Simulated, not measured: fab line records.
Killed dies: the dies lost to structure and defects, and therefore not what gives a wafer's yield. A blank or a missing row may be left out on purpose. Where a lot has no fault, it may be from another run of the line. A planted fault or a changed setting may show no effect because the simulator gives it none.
A lot that was struck, set against a sound lot | flow rit cmos | 14 out of 202 route steps
Sound: wafers L929.2, L929.3, L929.4. Wafers L931.1, L931.2, L931.6 were the ones struck. The cause comes at the end.
For every step that has rows: the tool of each side, followed by ch and its chambers, followed by its first start. Under that, the readings that differ: sound wafers | struck wafers | difference of the means | sigmas: that difference in standard deviations of wafers without a fault.
alike: same words and numbers on both sides, and readings whose means sit less than 2 such deviations apart. not compared: any withheld reading, any reading some wafer has no value for, any bound like >300 that may hide the same value, and any number with overlapping values for which the record gives no deviation.
The two part at a step that has a row with sigmas, a row that says differs or no value, or rows on one side only. Numbers that have no deviation but don't overlap get no sigmas and don't part them. A reading that every wafer of one side lacks parts them only if that side has two wafers or more.

first, 1 step without rows for these wafers: RIT_CONTACT_HARDBAKE_10 (time 60 s).
RIT_CONTACT_ETCH_11: etches SiO2 in CHF3/CF4/Ar, stops on TiSi2, target depth 480 nm, time 320 s.
  sound on rie diel-04 ch 0,2,3, day 7 00:47; struck on rie diel-02 ch 0,2,3, day 7 08:47
  alike: drypump motor current A, mfc ar sccm, oes product au, throttle valve pct
  not compared: rf hours counter h
RIT_CONTACT_STRIP_12: strips in O2, time 180 s.
  sound on plasma asher-03 ch 0,1, day 7 00:58; struck on plasma asher-03 ch 0,1, day 7 08:59
  alike: drypump motor current A
  not compared: rf hours counter h
RIT_CONTACT_CD_MEAS_90 targets a cd of 1000 nm.
  sound: cd sem-01 at day 7 01:10; struck: cd sem-01 at day 7 09:10
  alike: cd nm
then, 2 steps without rows for these wafers: RIT_CONTACT_CLEAN_13 (cleans in SC1, time 600 s); RIT_CONTACT_CLEAN_14 (cleans in SC2, time 600 s).
RIT_M1_SPUTTER_00: material Al, target thk 400 nm, time 500 s.
  sound: pvd sputter-01 at day 7 01:39; struck: pvd sputter-01 at day 7 09:50
  alike: cathode dc power W, throttle valve pct
RIT_M1_RS_MEAS_01: measures by four-point-probe.
  sound: film metro-02 at day 7 01:58; struck: film metro-02 at day 7 10:08
  alike: M1_AL_RS
RIT_M1_THK_MEAS_02: measures by xrf.
  sound: film metro-02 at day 7 02:05; struck: film metro-02 at day 7 10:15
  alike: M1_AL_THK
then, 3 steps without rows for these wafers: RIT_M1_HMDS_03 (prime time 60 s); RIT_M1_COAT_04 (resist thk 1300 nm); RIT_M1_SOFTBAKE_05 (time 60 s).
RIT_M1_EXPOSE_06: exposes mask M12, target cd 2600 nm.
  sound on iline stepper-02 ch 0, day 7 02:43; struck on iline stepper-02, day 7 10:53
  no value came back on the struck wafers for exposure dose mJ cm2, focus offset nm (nm), na, stage vel mm s (mm/s); on the sound wafers exposure dose mJ cm2 reads 250.07 249.77 250.39
  alike: mask
next, for these wafers, 1 step has no rows: RIT_M1_PEB_07.

## WHERE THEY PART
RIT_M1_EXPOSE_06 only, going by this record.

WHY: the cause the simulator had injected
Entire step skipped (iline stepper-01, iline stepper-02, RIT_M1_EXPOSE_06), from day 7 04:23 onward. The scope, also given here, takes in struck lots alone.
